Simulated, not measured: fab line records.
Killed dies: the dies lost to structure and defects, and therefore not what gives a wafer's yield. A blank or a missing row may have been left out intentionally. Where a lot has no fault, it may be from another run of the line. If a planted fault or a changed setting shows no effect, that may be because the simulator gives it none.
Split-lot trial	flow berkeley cmos170	23 wafers read from 5 lots, route of 331 steps

## THE SPLIT
At UCB170_PWELL_COAT_08 (resist thk 900 nm), the setting resist thk nm was moved away from the recipe's 900 nm on 5 of the 23 wafers read, by -5.8% to +5.1%. This setting was run at the recipe's value on the other wafers.

No step appears in the file between the split and the reading.

## THE READING
KrF_of_PWELL_COAT_08.thk nm (the simulator's own value, which no gauge read), in nm, at UCB170_PWELL_ETCH_14 (etches Si3N4 in CH3F/Ar/O2, stops on SiO2, target depth 242 nm, time 151 s). There is no usual value for it anywhere in the file. Average 723.3 nm, standard deviation 5.1 nm, over the 18 wafers here run with the recipe.

wafer	tool, chamber at the split	resist thk nm as run, nm	against the recipe	KrF_of_PWELL_COAT_08.thk nm, nm	against lot-mates on the recipe
L074.1	litho track-04, 0	847.5	-5.8%	672.1	-55.4
L074.2	litho track-04, 0	900	recipe	727.2	-
L074.4	litho track-04, 0	847.5	-5.8%	675.1	-52.4
L074.5	litho track-04, 0	900	recipe	731.4	-
L074.6	litho track-04, 0	900	recipe	723.9	-
L075.1	litho track-04, 0	900	recipe	726.2	-
L075.2	litho track-04, 0	900	recipe	720.5	-
L075.3	litho track-04, 0	900	recipe	722.6	-
L075.4	litho track-04, 0	900	recipe	714.4	-
L075.6	litho track-04, 0	900	recipe	724.6	-
L079.1	litho track-04, 0	946.3	+5.1%	780.4	+54.4
L079.2	litho track-04, 0	900	recipe	725.8	-
L079.3	litho track-04, 0	946.3	+5.1%	777.7	+51.7
L079.5	litho track-04, 0	900	recipe	726.3	-
L079.6	litho track-04, 0	946.3	+5.1%	774.4	+48.4
L081.1	litho track-04, 0	900	recipe	731.1	-
L081.2	litho track-04, 0	900	recipe	723.9	-
L081.4	litho track-04, 0	900	recipe	718.6	-
L081.5	litho track-04, 0	900	recipe	730.3	-
L081.6	litho track-04, 0	900	recipe	713	-
L085.1	litho track-03, 0	900	recipe	717.7	-
L085.3	litho track-03, 0	900	recipe	720.5	-
L085.6	litho track-03, 0	900	recipe	720.9	-

FIT RESULTS
A straight line over all 23 wafers: KrF_of_PWELL_COAT_08.thk nm changes by +9.58 nm for each +1% of resist thk nm; r = +0.98; the points scatter about the line by 5.4 nm.
The same after taking each lot's own level away (the mean of its wafers on the recipe; 23 wafers): +9.64 nm for each +1%; r = +0.99; scatter 4.3 nm.
Per that fit: largest resist thk nm move, reading shift of 56 nm.
From 719.70 to 727.50 nm: that is the span of the lots' own levels, equal to 1.5 times the standard deviation above.
Consequently the slope shifts little with the lot-to-lot level, the two slopes agreeing.
Check: -55.9 nm against its lot-mates is what the line predicts for one of the wafers moved furthest among these (-5.8%) when that wafer is left out of the fit. Against them it came out at -55.4 nm.

## OTHER SPLITS ON THESE WAFERS
These wafers also went through other splits before the reading. Each is held against what the fit with the lots' levels taken away leaves over:
other split on the same wafers	wafers away from the commonest value	r with KrF_of_PWELL_COAT_08.thk nm (lot level and that fit taken away)
UCB170_NWELL_COAT_07 spin rpm	9	+0.01
UCB170_NWELL_IMPLANT_14 dose cm2	7	+0.37

## THE WHOLE CHAIN: every reading that the file lists as answering this split, in the file's order
step	what it does	reading	change (the file's fit)	r (the file's)
UCB170_PWELL_COAT_08	resist thk 900 nm	KrF_of_PWELL_COAT_08.thk nm (the simulator's own value, which no gauge read)	+9.25 nm for each +1% of the setting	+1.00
UCB170_PWELL_ETCH_14	etches Si3N4 in CH3F/Ar/O2, stops on SiO2, target depth 242 nm, time 151 s	KrF_of_PWELL_COAT_08.thk nm (the simulator's own value, which no gauge read)	+9.57 nm for each +1% of the setting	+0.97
UCB170_PWELL_STRIP_16	strips in O2	strip time to endpoint s	withheld for each +1% of the setting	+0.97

## THE FILE'S OWN FIT
KrF_of_PWELL_COAT_08.thk nm changes by +9.57 nm for each +1% of resist thk nm, r = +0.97.
